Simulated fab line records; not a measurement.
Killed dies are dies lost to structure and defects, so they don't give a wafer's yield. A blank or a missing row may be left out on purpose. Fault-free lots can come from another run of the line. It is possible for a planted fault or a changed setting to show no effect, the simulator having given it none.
2 desks looking at one fault / flow ritCmos / only its own numbers are on each desk; what lay behind them is given at the end

DESK OF THE TOOL OWNER: ilineStepper-02
The tool's own readings at RIT_ACTIVE_EXPOSE_08 (exposes mask M1, target cd 1400 nm): means of the sampled wafers that have a number, for each lot that ran on this tool. If a lot's mean is further than 4 standard deviations from the usual mean, the lot is out of limits and carries the mark OUT (the distance appears in the brackets).
Columns: A = exposureDoseMJCm2 at RIT_ACTIVE_EXPOSE_08, usual 224.87; B = focusOffsetNm at RIT_ACTIVE_EXPOSE_08, usual -0.1 nm
lot=L329; first seen here=day 1 19:52; A=224.78; B=0.0
lot=L335; first seen here=day 3 02:26; A=224.91; B=0.1
lot=L336; first seen here=day 3 06:36; A=224.83; B=-0.5
lot=L337; first seen here=day 3 11:48; A=245.10 (+84) OUT; B=0.0
lot=L338; first seen here=day 3 16:40; A=241.38 (+69) OUT; B=-0.6
lot=L342; first seen here=day 4 12:20; A=238.04 (+55) OUT; B=-0.1
lot=L343; first seen here=day 4 17:20; A=235.10 (+43) OUT; B=0.1
Finding of this desk: L337, L338, L342, L343 out of limits; the first was L337 at day 3 11:48, on exposureDoseMJCm2 at RIT_ACTIVE_EXPOSE_08. L329, L335, L336 stayed within limits.

THE METROLOGY DESK
What the gauges read for every lot (on any tool): the sampled wafers with a number, averaged. If a lot's mean is further than 4 standard deviations from the usual mean, the lot is out of limits and carries the mark OUT (the distance appears in the brackets).
Columns: A = ACTIVE_NITRIDE_THK at RIT_ACTIVE_THK_MEAS_04, usual 150.5 nm; B = cdNm at RIT_ACTIVE_CD_MEAS_11, usual 1400.3 nm; C = PWELL_OVL at RIT_PWELL_OVL_MEAS_06, usual -0.1 nm; D = cdNm at RIT_GATE_CD_MEAS_16, usual 149.6 nm
lot=L328; first seen here=day 1 14:17; A=150.6; B=1401.0; C=-1.6; D=150.3
lot=L329; first seen here=day 1 19:14; A=152.8; B=1401.9; C=0.2; D=144.8
lot=L330; first seen here=day 2 01:18; A=149.6; B=1402.6; C=-1.0; D=147.6
lot=L332; first seen here=day 2 10:17; A=151.2; B=1398.9; C=-0.9; D=153.2
lot=L333; first seen here=day 2 14:32; A=150.3; B=1400.9; C=0.2; D=151.2
lot=L335; first seen here=day 3 01:47; A=149.6; B=1402.4; C=0.3; D=151.6
lot=L336; first seen here=day 3 06:05; A=149.0; B=1401.8; C=-1.0; D=147.8
lot=L337; first seen here=day 3 11:17; A=150.7; B=1375.7 (-11) OUT; C=-0.1; D=150.5
lot=L338; first seen here=day 3 16:07; A=149.3; B=1378.3 (-10) OUT; C=0.5; D=147.5
lot=L339; first seen here=day 3 21:27; A=151.9; B=1402.1; C=-2.0; D=147.7
lot=L342; first seen here=day 4 11:43; A=152.1; B=1382.2 (-8.2) OUT; C=-0.6; D=147.9
lot=L343; first seen here=day 4 16:50; A=150.3; B=1385.4 (-6.8) OUT; C=0.8; D=148.3
lot=L346; first seen here=day 5 10:00; A=150.9; B=1395.3; C=0.3; D=149.5
lot=L347; first seen here=day 5 14:34; A=150.0; B=1400.3; C=0.3; D=150.4
lot=L349; first seen here=day 5 23:19; A=150.7; B=1401.1; C=0.2; D=149.4
lot=L351; first seen here=day 6 10:40; A=151.2; B=1397.9; C=3.0; D=150.4
Finding of this desk: L337, L338, L342, L343 out of limits; the first was L337 at day 3 12:12, on cdNm at RIT_ACTIVE_CD_MEAS_11. L328, L329, L330, L332, L333, L335, L336, L339, L346, L347, L349, L351 stayed within limits.

PUT TOGETHER
The tool owner's desk could have raised an alarm at day 3 11:48, on L337, L338, L342, L343.
At day 3 12:12 the metrology desk could have sounded an alarm, on L337, L338, L342, L343.
All the named lots went through RIT_ACTIVE_EXPOSE_08 on ilineStepper-02.

WHAT THE SIMULATOR HAD INSERTED
Process parameters drifting: ilineStepper-02 at RIT_ACTIVE_EXPOSE_08, beginning at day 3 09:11. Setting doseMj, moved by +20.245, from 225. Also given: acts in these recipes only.
Struck lots among those shown: L337, L338, L342, L343.
Counting hours from when the fault started, the first reading out of limits came at 3 for the tool owner's desk and at 3 for the metrology desk.
